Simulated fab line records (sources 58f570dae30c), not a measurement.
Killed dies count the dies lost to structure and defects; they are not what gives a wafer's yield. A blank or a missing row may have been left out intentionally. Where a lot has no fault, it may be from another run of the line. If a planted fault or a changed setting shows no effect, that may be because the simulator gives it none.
A struck lot beside a sound one :: flow berkeley-cmos170 :: 27 out of 331 route steps
Sound: these wafers, L445.1, L445.4, L445.6. Wafers struck: L450.2, L450.5, L450.6. The cause is given at the end.
For every step that has rows: the tool of each side, followed by ch and its chambers, followed by its first start. Under that, the readings that differ: sound wafers :: struck wafers :: difference of the means :: sigmas: that difference in standard deviations of wafers without a fault.
alike: readings whose means differ by less than 2 such deviations, and words and numbers that are the same on both sides. not compared: withheld readings, readings that some wafer has no value for, bounds like >300 that may hide the same value, and numbers for which the record gives no deviation and whose values overlap.
The two part at a step that has a row with sigmas, a row that says differs or no value, or rows on one side only. Numbers that have no deviation but don't overlap get no sigmas and don't part them. A reading missing from all wafers of one side parts the sides only when that side holds two or more wafers.

first, 3 steps without rows for these wafers: UCB170_PVT_EXPOSE_03 (exposes mask NWELL, target cd 3000 nm); UCB170_PVT_PEB_04; UCB170_PVT_DEVELOP_05 (develop time 45 s).
UCB170_PVT_OVL_MEAS_06:
  sound on overlay-02, day 9 18:18; struck on overlay-01, day 11 00:14
reading: PVT_OVL (nm)
sound: 7 7 4
struck: -7 -11 -7
difference: -14
sigmas: -2
following that, these wafers have no rows for 1 step: UCB170_PVT_IMPLANT_07.
UCB170_PVT_STRIP_08: strips in O2.
  sound on plasma-asher-02 ch 0,1, day 9 18:29; struck on plasma-asher-01 ch 0,1, day 11 00:25
  alike: drypump-motor-current-A, oes-product-au, strip-time-to-endpoint-s
  not compared: rf-hours-counter-h
UCB170_PVT_TW_MEAS_09:
  sound on film-metro-03, day 9 18:35; struck on film-metro-01, day 11 00:32
  alike: PVT_TW
then, 1 step without rows for these wafers: UCB170_GATE_WET_ETCH_00 (etches SiO2 in dHF, time 200 s).
UCB170_FIELD_THK_MEAS_91:
  sound on film-metro-02, day 9 18:45; struck on film-metro-02, day 11 00:40
reading: FIELD_OXIDE_LEFT_2_THK (nm)
sound: 338 324 326
struck: 354 352 351
difference: +23
sigmas: +2
then, 1 step without rows for these wafers: UCB170_GATE_OXIDATION_01 (target thk 6.6 nm, ox time 1800 s).
UCB170_GATE_THK_MEAS_02:
  sound on film-metro-04, day 9 22:09; struck on film-metro-04, day 11 05:46
  alike: GATE_OXIDE_THK
then, 1 step without rows for these wafers: UCB170_GATE_ANNEAL_03 (time 1800 s).
UCB170_GATE_CVD_04: deposits poly-Si from SiH4, time 1440 s, target thk 214 nm.
  sound on lpcvd-02 ch 1, day 10 02:39; struck on lpcvd-02 ch 0, day 11 12:10
reading: zone-power-source-pct (%)
sound: 13.9 13.7 14.2
struck: 11.3 11.5 11.5
difference: -2.5
sigmas: -2
  alike: spike-tc-source-C
UCB170_GATE_THK_MEAS_05:
  sound on film-metro-04, day 10 04:04; struck on film-metro-02, day 11 14:17
reading: GATE_POLY_THK (nm)
sound: 215.8 216.4 217.5
struck: 429.4 429.0 430.9
difference: +213.2
sigmas: +99 or more
then, 6 steps without rows for these wafers: UCB170_GATE_COAT_06; UCB170_GATE_COAT_07 (resist thk 900 nm); UCB170_GATE_SOFTBAKE_08 (time 60 s); UCB170_GATE_EXPOSE_09 (exposes mask POLY, target cd 350 nm); UCB170_GATE_PEB_10; UCB170_GATE_DEVELOP_11 (develop time 45 s).
UCB170_GATE_CD_MEAS_12: the cd target is 350 nm.
  sound on cd-sem-02, day 10 05:26; struck on cd-sem-01, day 11 15:23
reading: cd-nm (nm)
sound: 350.8 350.1 352.1
struck: 346.8 347.3 346.4
difference: -4.2
sigmas: -3
UCB170_GATE_OVL_MEAS_13:
  sound on overlay-02, day 10 05:34; struck on overlay-01, day 11 15:29
  alike: GATE_OVL
UCB170_GATE_ETCH_14: etches BARC in N2/H2.
  sound on rie-diel-04 ch 0,1,2, day 10 05:35; struck on rie-diel-04 ch 0,1, day 11 15:31
  alike: drypump-motor-current-A, oes-product-au, throttle-valve-pct
UCB170_GATE_ETCH_15: etches poly-Si in HBr/Cl2, stops on SiO2, time 56.3 s, target depth 278.2 nm.
  sound on rie-si-01 ch 0,3, day 10 05:38; struck on rie-si-02 ch 0,1,3, day 11 15:34
reading: oes-product-au (a.u.)
sound: 0.847 0.835 0.846
struck: 0.986 1.000 0.989
difference: +0.149
sigmas: +11

reading: model.etch.depth-nm (nm)
sound: 215.8 216.3 217.6
struck: 279.1 277.8 282.3
difference: +63.2
sigmas: 

reading: model.GATE.feature-depth-nm (nm)
sound: 215.8 216.3 217.6
struck: 279.1 277.8 282.3
difference: +63.2
sigmas: 

reading: model.GATE.cd-nm (nm)
sound: 350.8 349.9 351.9
struck: 347.1 348.1 346.8
difference: -3.5
sigmas: 
  alike: drypump-motor-current-A, throttle-valve-pct
  not compared: rf-hours-counter-h
UCB170_GATE_STRIP_16: strips in O2.
  sound on plasma-asher-02 ch 0,1, day 10 05:41; struck on plasma-asher-02 ch 0,1, day 11 15:37
reading: model.poly-Si_of_GATE_CVD_04.thk-nm (nm)
sound: 215.4 216 217.2
struck: 429 429 430.6
difference: +213
sigmas: 
  alike: drypump-motor-current-A, oes-product-au
  not compared: rf-hours-counter-h
UCB170_GATE_CD_MEAS_90: the cd target is 350 nm.
  sound on cd-sem-02, day 10 05:47; struck on cd-sem-01, day 11 15:45
reading: cd-nm (nm)
sound: 351.0 349.9 352.2
struck: 347.2 348.3 346.7
difference: -3.6
sigmas: -3
UCB170_M3_PROBE_99:
  rows exist in the record for the struck wafers here (prober-02, day 13 10:57), but not for the sound ones

WHERE THEY PART
Earliest at UCB170_PVT_OVL_MEAS_06; latest, in this record, at UCB170_M3_PROBE_99.

WHY: the cause the simulator had injected
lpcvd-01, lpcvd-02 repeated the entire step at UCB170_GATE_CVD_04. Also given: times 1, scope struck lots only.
